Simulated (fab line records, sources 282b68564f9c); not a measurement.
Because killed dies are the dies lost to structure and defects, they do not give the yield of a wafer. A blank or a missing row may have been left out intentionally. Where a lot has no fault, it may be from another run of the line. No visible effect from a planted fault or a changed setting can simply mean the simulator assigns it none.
What tool caused it? -- flow ritCmos -- 24 wafers sampled from 8 lots at 1 step of a route of 202

WHAT THE GAUGES READ, wafer by wafer
RIT_ACTIVE_CD_MEAS_11: the cd target is 1400 nm.
lot,measured,on,cdNm (nm)
L434,day 2 00:40,cdSem-01,1400.9 1402.1 1402.3
L436,day 2 11:22,cdSem-01,1395.2 1396.0 1393.9
L439,day 3 03:17,cdSem-02,1402.4 1400.5 1401.5
L443,day 4 01:18,cdSem-02,1401.3 1400.3 1401.6
L445,day 4 09:15,cdSem-01,1399.7 1398.1 1399.6
L447,day 4 18:52,cdSem-02,1402.2 1400.6 1397.8
L449,day 5 04:31,cdSem-01,1397.0 1396.9 1396.7
L453,day 5 23:35,cdSem-02,1402.1 1400.5 1401.6

WHAT TOOL EACH LOT RAN ON (gives the tool, then ch and the chambers of the sampled wafers, and finally the start)
Record: no process step prior to these readings.

THE ANSWER, worked out from the rows above alone
Rule: what is usual is taken from the lots themselves. Put in order of their means at a reading, lots are off if they are a third of the lots or fewer, leave a main group of 4 or more, and stand apart from it by a gap of 3 or more times the standard deviation of the main group's means; of several such gaps the widest counts. If all means in a main group match to the digits the tables above print for the reading, that group is not used. A lot without any number at a reading at which 4 lots or more have one is off too. Any other lot the step has rows for is counted as sound.
No lot is off at any reading shown: from this, nothing can be told.

WHAT THE SIMULATOR HAD INSERTED
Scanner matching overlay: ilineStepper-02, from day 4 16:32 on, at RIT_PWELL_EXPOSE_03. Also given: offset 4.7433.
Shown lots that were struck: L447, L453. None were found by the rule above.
